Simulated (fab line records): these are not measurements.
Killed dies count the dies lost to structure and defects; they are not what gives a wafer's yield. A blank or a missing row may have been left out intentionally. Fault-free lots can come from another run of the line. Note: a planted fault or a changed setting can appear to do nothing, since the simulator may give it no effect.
The tool behind it: which one? + flow berkeleyCmos170 + 13 lots with 39 wafers sampled at 3 steps, on a route of 331 steps

## WHAT THE GAUGES READ, wafer by wafer
UCB170_NLDD_CD_MEAS_06: the cd target is 1200 nm. Usual: cdNm reads 1199.3 nm (standard deviation 1).
| lot  | measured     | on       | cdNm (nm)            | flag |
|------|--------------|----------|----------------------|------|
| L406 | day 6 18:43  | cdSem-01 | 1198.6 1198.4 1198.5 |      |
| L407 | day 7 02:31  | cdSem-02 | 1197.0 1198.2 1198.9 |      |
| L409 | day 7 02:19  | cdSem-01 | 1201.3 1200.3 1200.6 |      |
| L410 | day 7 05:14  | cdSem-01 | 1199.9 1199.6 1200.8 |      |
| L412 | day 7 21:39  | cdSem-01 | 1198.9 1198.7 1199.8 |      |
| L414 | day 8 03:31  | cdSem-02 | 1198.2 1199.1 1197.9 |      |
| L415 | day 9 08:38  | cdSem-01 | 1199.5 1199.7 1199.7 |      |
| L417 | day 9 08:11  | cdSem-01 | 1199.3 1198.8 1198.0 |      |
| L416 | day 9 08:29  | cdSem-02 | 1199.8 1200.6 1200.7 |      |
| L418 | day 9 07:55  | cdSem-02 | 1199.8 1198.7 1200.1 |      |
| L421 | day 9 21:20  | cdSem-01 | 1198.7 1198.2 1199.2 |      |
| L422 | day 9 21:48  | cdSem-01 | 1199.5 1199.5 1200.0 |      |
| L428 | day 11 05:31 | cdSem-01 | 1198.7 1199.2 1197.9 |      |

UCB170_CONTACT_CD_MEAS_90: the cd target is 700 nm. Usual: cdNm reads 700.2 nm (standard deviation 1.5).
| lot  | measured     | on       | cdNm (nm)         | flag |
|------|--------------|----------|-------------------|------|
| L406 | day 7 11:25  | cdSem-01 | 699.8 700.7 700.4 |      |
| L407 | day 7 18:42  | cdSem-01 | 701.8 700.2 700.8 |      |
| L409 | day 7 19:01  | cdSem-01 | 699.7 699.7 698.7 |      |
| L410 | day 7 20:37  | cdSem-01 | 701.0 700.7 698.9 |      |
| L412 | day 8 14:41  | cdSem-01 | 700.3 700.5 700.4 |      |
| L414 | day 8 20:20  | cdSem-02 | 699.8 700.8 700.3 |      |
| L415 | day 10 02:50 | cdSem-02 | 697.3 698.8 700.1 |      |
| L417 | day 10 02:32 | cdSem-02 | 700.6 699.5 698.9 |      |
| L416 | day 10 02:29 | cdSem-01 | 696.7 698.8 698.2 |      |
| L418 | day 9 23:23  | cdSem-01 | 701.0 700.0 700.1 |      |
| L421 | day 10 14:31 | cdSem-01 | 701.8 701.9 700.1 |      |
| L422 | day 10 14:12 | cdSem-01 | 699.1 699.4 700.0 |      |
| L428 | day 11 20:23 | cdSem-01 | 702.3 704.5 701.9 |      |

## TOOL THAT RAN EACH LOT (tool first, then ch and the chambers of the sampled wafers, then the start)
| lot  | UCB170_NWELL_STRIP_15              |
|------|------------------------------------|
| L406 | plasmaAsher-04 ch 0,1, day 2 12:35 |
| L407 | plasmaAsher-02 ch 0,1, day 2 19:42 |
| L409 | plasmaAsher-01 ch 0,1, day 3 00:34 |
| L410 | plasmaAsher-02 ch 0,1, day 3 09:00 |
| L412 | plasmaAsher-02 ch 0, day 3 18:15   |
| L414 | plasmaAsher-04 ch 0,1, day 4 12:40 |
| L415 | plasmaAsher-02 ch 0,1, day 4 15:40 |
| L417 | plasmaAsher-01 ch 0,1, day 4 15:54 |
| L416 | plasmaAsher-01 ch 0,1, day 4 19:55 |
| L418 | plasmaAsher-02 ch 1, day 5 02:25   |
| L421 | plasmaAsher-02 ch 0,1, day 5 13:09 |
| L422 | plasmaAsher-04 ch 0,1, day 5 19:20 |
| L428 | plasmaAsher-04 ch 0,1, day 7 00:40 |
- UCB170_NWELL_STRIP_15: strips in O2.

## AS READ BY THE TOOLS THEMSELVES (means over the sampled wafers that have a number; for cases with no such wafer, the mark the record gives instead)
UCB170_NWELL_STRIP_15. Usual: chamberPressureMTorr 3500 mTorr, standard deviation 3.3; drypumpMotorCurrentA 5.83 A, standard deviation 0.14; oesProductAu 0.721 a.u., standard deviation 0.0043; stripTimeToEndpointS 18.01 s, standard deviation 0.078.
| lot  | tool           | chamberPressureMTorr (mTorr) | drypumpMotorCurrentA (A) | oesProductAu (a.u.) | stripTimeToEndpointS (s) | flag |
|------|----------------|------------------------------|--------------------------|---------------------|--------------------------|------|
| L406 | plasmaAsher-04 | 3500                         | 5.73                     | 0.721               | 18.02                    |      |
| L407 | plasmaAsher-02 | 3499                         | 5.76                     | 0.718               | 17.98                    |      |
| L409 | plasmaAsher-01 | 3500                         | 5.92                     | 0.722               | 18.04                    |      |
| L410 | plasmaAsher-02 | 3498                         | 5.81                     | 0.719               | 17.99                    |      |
| L412 | plasmaAsher-02 | 3501                         | 5.72                     | 0.721               | 18.06                    |      |
| L414 | plasmaAsher-04 | 3499                         | 5.67                     | 0.721               | 18.01                    |      |
| L415 | plasmaAsher-02 | 3504                         | 5.90                     | 0.725               | 18.03                    |      |
| L417 | plasmaAsher-01 | 3498                         | 5.93                     | 0.719               | 18.05                    |      |
| L416 | plasmaAsher-01 | 3499                         | 5.91                     | 0.729               | 17.88                    |      |
| L418 | plasmaAsher-02 | 3503                         | 6.00                     | 0.723               | 18.05                    |      |
| L421 | plasmaAsher-02 | 3498                         | 5.77                     | 0.722               | 17.93                    |      |
| L422 | plasmaAsher-04 | 3500                         | 5.73                     | 0.721               | 18.00                    |      |
| L428 | plasmaAsher-04 | 3499                         | 5.74                     | 0.722               | 18.02                    |      |

## THE ANSWER, worked out from the rows above alone
Rule: take the mean of a lot's wafers that have a number; if it is more than 3 standard deviations from the usual mean, the lot is off. Also off: a lot with no number at a reading for which 4 or more lots have one. Any other lot the step has rows for is counted as sound. Order of review: gauges by route order, followed by the tools' own readings, for which a lot's mean as printed above is used. At the first step where some lot is off, the reading lying furthest off is the one used; lots without a number count as furthest.
No lot is off at any reading shown: from this, nothing can be told.

## WHAT THE SIMULATOR HAD INSERTED
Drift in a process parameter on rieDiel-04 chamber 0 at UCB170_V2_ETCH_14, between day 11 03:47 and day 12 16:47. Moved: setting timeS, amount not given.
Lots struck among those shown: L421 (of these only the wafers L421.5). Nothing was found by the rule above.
